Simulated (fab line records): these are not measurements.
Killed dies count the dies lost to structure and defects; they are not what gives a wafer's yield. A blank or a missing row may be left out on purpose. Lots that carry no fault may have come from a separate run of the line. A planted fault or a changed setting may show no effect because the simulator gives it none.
Comparing a struck lot with a sound one ; flow berkeleyCmos170 ; 19 out of 331 route steps
Sound: wafers L264.4, L264.5, L264.6. Wafers struck: L253.1, L253.3, L253.4. The cause is named last.
Per side, at each step with rows, come the tool, then ch with its chambers, and then its first start. Under that, the readings that differ: sound wafers ; struck wafers ; difference of the means ; sigmas: that difference in standard deviations of wafers without a fault.
alike: a reading whose means differ by less than 2 such deviations, as well as words and numbers matching on both sides. not compared: withheld readings; readings where some wafer has no value; bounds like >300 that might hide an equal value; numbers whose values overlap and for which the record gives no deviation.
The two part at a step that has a row with sigmas, a row that says differs or no value, or rows on one side only. Numbers that don't overlap but have no deviation are shown without sigmas and don't part them. Lack of a reading on every wafer of one side parts them only where that side has two or more wafers.

first, 2 steps without rows for these wafers: UCB170_NLDD_IMPLANT_08; UCB170_NLDD_IMPLANT_09.
UCB170_NLDD_STRIP_10: strips in O2.
  sound on plasmaAsher-04 ch 0,1, day 11 12:35; struck on plasmaAsher-03 ch 0,1, day 10 00:07
  alike: drypumpMotorCurrentA, oesProductAu, stripTimeToEndpointS
  not compared: rfHoursCounterH
UCB170_NLDD_TW_MEAS_11:
  sound: filmMetro-03 at day 11 12:41; struck: filmMetro-04 at day 10 00:14
  alike: NLDD_TW
then, 1 step without rows for these wafers: UCB170_NLDD_CLEAN_12 (cleans in SPM, time 600 s).
UCB170_SPACER_CVD_00: deposits SiO2 from TEOS/O2, target thk 376 nm, time 47 s.
  sound on pecvd-03 ch 0,1,2, day 11 12:55; struck on pecvd-01 ch 0,1,2, day 10 00:29
  alike: heaterPowerW, pressureMtorr
UCB170_SPACER_THK_MEAS_01:
  sound: filmMetro-02 at day 11 13:01; struck: filmMetro-02 at day 10 00:31
  alike: SPACER_TEOS_THK
then, 1 step without rows for these wafers: UCB170_SPACER_ANNEAL_02 (time 1800 s).
UCB170_SPACER_ETCHBACK_03: etches SiO2 in CHF3/CF4/Ar, stops on Si, target depth 376 nm, time 100 s.
  sound on rieDiel-01 ch 0,1, day 11 19:03; struck on rieDiel-03 ch 1,2,3, day 10 10:09
  alike: drypumpMotorCurrentA, oesProductAu, throttleValvePct
  not compared: rfHoursCounterH
then, 3 steps without rows for these wafers: UCB170_PSD_HMDS_00 (prime time 60 s); UCB170_PSD_COAT_01 (resist thk 900 nm); UCB170_PSD_SOFTBAKE_02 (time 60 s).
UCB170_PSD_EXPOSE_03: exposes mask PSELECT MOD, target cd 1200 nm.
  sound on krfScanner-02 ch 0, day 11 19:38; struck on krfScanner-01 ch 0, day 10 10:48
reading;sound;struck;difference;sigmas
model.PSD.overlayXNm (nm);4.768 4.768 4.768;-154.6 -154.6 -154.6;-159.4;
  alike: mask, focusOffsetNm
then, 2 steps without rows for these wafers: UCB170_PSD_PEB_04; UCB170_PSD_DEVELOP_05 (develop time 45 s).
UCB170_PSD_CD_MEAS_06: target cd 1200 nm.
  sound: cdSem-01 at day 11 20:26; struck: cdSem-01 at day 10 11:11
  alike: cdNm
UCB170_PSD_OVL_MEAS_07:
  sound: overlay-02 at day 11 20:31; struck: overlay-01 at day 10 11:19
reading;sound;struck;difference;sigmas
PSD_OVL (nm);-6 -8 1;-162 -162 -158;-156;-28
after that, 1 step had no rows for these wafers: UCB170_PSD_IMPLANT_08.
UCB170_M3_PROBE_99:
  sound: prober-02 at day 12 22:22; struck: prober-02 at day 11 12:46
reading;sound;struck;difference;sigmas
model.etest.selectEdgeDiodeP.leakLog10A (angstrom);-12.12 -11.97 -12.02;-11.76 -11.69 -11.8;+0.29;

WHERE THEY PART
Only at UCB170_PSD_OVL_MEAS_07, as far as this record shows.

WHY: whatever the simulator had introduced
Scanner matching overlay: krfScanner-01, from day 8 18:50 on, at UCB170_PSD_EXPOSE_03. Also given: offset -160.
